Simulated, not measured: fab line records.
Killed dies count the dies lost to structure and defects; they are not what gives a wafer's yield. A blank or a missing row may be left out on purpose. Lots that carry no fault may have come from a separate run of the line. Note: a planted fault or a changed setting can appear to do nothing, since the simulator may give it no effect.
Comparing a struck lot with a sound one | flow rit cmos | 42 steps out of a route of 202
Sound: the wafers L672.1, L672.2, L672.3. Wafers struck: L677.1, L677.5, L677.6. Last of all comes the cause.
Per side, at each step with rows, come the tool, then ch with its chambers, and then its first start. Under that, the readings that differ: sound wafers | struck wafers | difference of the means | sigmas: that difference in standard deviations of wafers without a fault.
alike: readings whose means differ by less than 2 such deviations, and words and numbers that are the same on both sides. not compared: withheld readings, readings that some wafer has no value for, bounds like >300 that may hide the same value, and numbers for which the record gives no deviation and whose values overlap.
The two part at a step that has a row with sigmas, a row that says differs or no value, or rows on one side only. Numbers that have no deviation but don't overlap get no sigmas and don't part them. Lack of a reading on every wafer of one side parts them only where that side has two or more wafers.

first, 2 steps without rows for these wafers: RIT_NWELL_HARDBAKE_07 (time 120 s); RIT_NWELL_IMPLANT_08.
RIT_NWELL_STRIP_09: strips in O2, time 180 s.
  sound on plasma asher-02 ch 0,1, day 2 02:02; struck on plasma asher-02 ch 0,1, day 3 02:41
  alike: drypump motor current A
  not compared: rf hours counter h
RIT_NWELL_TW_MEAS_10:
  sound on film metro-04 at day 2 02:13; struck on film metro-02 at day 3 02:52
  alike: NWELL_TW
then, 6 steps without rows for these wafers: RIT_PWELL_HMDS_00 (prime time 60 s); RIT_PWELL_COAT_01 (resist thk 1300 nm); RIT_PWELL_SOFTBAKE_02 (time 60 s); RIT_PWELL_EXPOSE_03 (exposes mask M3, target cd 43700 nm); RIT_PWELL_PEB_04; RIT_PWELL_DEVELOP_05 (develop time 68 s).
RIT_PWELL_OVL_MEAS_06:
  sound on overlay-02 at day 2 03:17; struck on overlay-02 at day 3 03:56
  alike: PWELL_OVL
then, 1 step without rows for these wafers: RIT_PWELL_HARDBAKE_07 (time 120 s).
RIT_PWELL_IMPLANT_08:
  sound on implanter-04 ch 0, day 2 03:43; struck on implanter-04 ch 0, day 3 04:13
  reading                   | sound                | struck               | difference | sigmas
  beam energy keV           | 169.95 170.03 169.94 | 118.99 119.08 118.99 | -50.95     | -99 or more
  model.implant.rp nm (nm)  | 453.6 453.6 453.6    | 369.1 369.1 369.1    | -84.5      |
  model.implant.drp nm (nm) | 102.9 102.9 102.9    | 89.74 89.74 89.74    | -13.16     |
RIT_PWELL_STRIP_09: strips in O2, time 180 s.
  sound on plasma asher-01 ch 0,1, day 2 03:52; struck on plasma asher-02 ch 0,1, day 3 04:22
  alike: drypump motor current A
  not compared: rf hours counter h
RIT_PWELL_TW_MEAS_10:
  sound on film metro-01 at day 2 04:02; struck on film metro-02 at day 3 04:46
  reading  | sound       | struck      | difference | sigmas
  PWELL_TW | 958 958 961 | 917 915 918 | -42        | -5
  not compared: hold
RIT_WELLDRIVE_RS_MEAS_01: uses a four-point probe to measure.
  sound on film metro-04 at day 2 09:11; struck on film metro-01 at day 3 14:59
  alike: NWELL_RS
RIT_WELLDRIVE_RS_MEAS_02: uses a four-point probe to measure.
  sound on film metro-04 at day 2 09:18; struck on film metro-01 at day 3 15:23
  reading           | sound             | struck            | difference | sigmas
  PWELL_RS (ohm/sq) | 428.8 428.7 430.1 | 442.7 444.6 444.7 | +14.8      | +12
  not compared: hold
then, 5 steps without rows for these wafers: RIT_NRETRO_COAT_01 (resist thk 1300 nm); RIT_NRETRO_SOFTBAKE_02 (time 60 s); RIT_NRETRO_EXPOSE_03 (exposes mask M4, target cd 43900 nm); RIT_NRETRO_PEB_04; RIT_NRETRO_DEVELOP_05 (develop time 68 s).
RIT_NRETRO_OVL_MEAS_06:
  sound on overlay-01 at day 2 10:18; struck on overlay-01 at day 3 19:57
  alike: NRETRO_OVL
then, 2 steps without rows for these wafers: RIT_NRETRO_HARDBAKE_07 (time 120 s); RIT_NRETRO_IMPLANT_08.
RIT_NRETRO_STRIP_09: strips in O2, time 180 s.
  sound on plasma asher-03 ch 0,1, day 2 10:44; struck on plasma asher-03 ch 0,1, day 3 20:31
  alike: drypump motor current A
  not compared: rf hours counter h
RIT_NRETRO_TW_MEAS_10:
  sound on film metro-04 at day 2 10:55; struck on film metro-04 at day 3 20:42
  alike: NRETRO_TW
then, 6 steps without rows for these wafers: RIT_PRETRO_HMDS_00 (prime time 60 s); RIT_PRETRO_COAT_01 (resist thk 1300 nm); RIT_PRETRO_SOFTBAKE_02 (time 60 s); RIT_PRETRO_EXPOSE_03 (exposes mask M5, target cd 43700 nm); RIT_PRETRO_PEB_04; RIT_PRETRO_DEVELOP_05 (develop time 68 s).
RIT_PRETRO_OVL_MEAS_06:
  sound on overlay-01 at day 2 11:51; struck on overlay-02 at day 3 21:46
  reading         | sound       | struck         | difference | sigmas
  PRETRO_OVL (nm) | 1.3 1.8 2.4 | -1.1 -0.7 -0.8 | -2.7       | -2
then, 2 steps without rows for these wafers: RIT_PRETRO_HARDBAKE_07 (time 120 s); RIT_PRETRO_IMPLANT_08.
RIT_PRETRO_STRIP_09: strips in O2, time 180 s.
  sound on plasma asher-02 ch 0,1, day 2 12:17; struck on plasma asher-04 ch 0,1, day 3 22:17
  alike: drypump motor current A
  not compared: rf hours counter h
RIT_PRETRO_TW_MEAS_10:
  sound on film metro-03 at day 2 12:28; struck on film metro-04 at day 3 22:31
  reading   | sound       | struck      | difference | sigmas
  PRETRO_TW | 476 476 475 | 466 467 466 | -9         | -2
RIT_GATE_WET_ETCH_00: etches SiO2 in BOE, target depth 56 nm, time 60 s.
  sound on wet bench-01 ch 2, day 2 12:31; struck on wet bench-03 ch 3, day 3 22:35
  reading                                     | sound             | struck            | difference | sigmas
  model.SiO2_of_FOX2_OXIDATION_00.thk nm (nm) | 271.7 276.7 275.3 | 262.3 260.8 266.1 | -11.5      |
then, 1 step without rows for these wafers: RIT_GATE_CLEAN_01 (cleans in SC1, time 600 s).
RIT_SILICIDE_WET_ETCH_00: etches SiO2 in BOE, target depth 14 nm, time 15 s.
  sound on wet bench-02 ch 0, day 3 06:04; struck on wet bench-03 ch 1, day 4 20:20
  reading                                     | sound             | struck            | difference | sigmas
  model.SiO2_of_FOX2_OXIDATION_00.thk nm (nm) | 155.9 162.1 158.6 | 144.5 143.2 147.9 | -13.7      |
RIT_M1_PROBE_99:
  sound on prober-02 at day 3 12:56; struck on prober-01 at day 5 03:07
  reading            | sound | struck | difference | sigmas
  killed at contacts | 0 0 0 | 1 1 0  | +1         | +2
  alike: killed at front end, killed dies, killed open, killed short

## WHERE THEY PART
Last at RIT_M1_PROBE_99 as far as this record goes, first at RIT_PWELL_IMPLANT_08.

WHY: what had been put in by the simulator
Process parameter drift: implanter-04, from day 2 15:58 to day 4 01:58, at RIT_PWELL_IMPLANT_08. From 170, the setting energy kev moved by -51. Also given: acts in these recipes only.
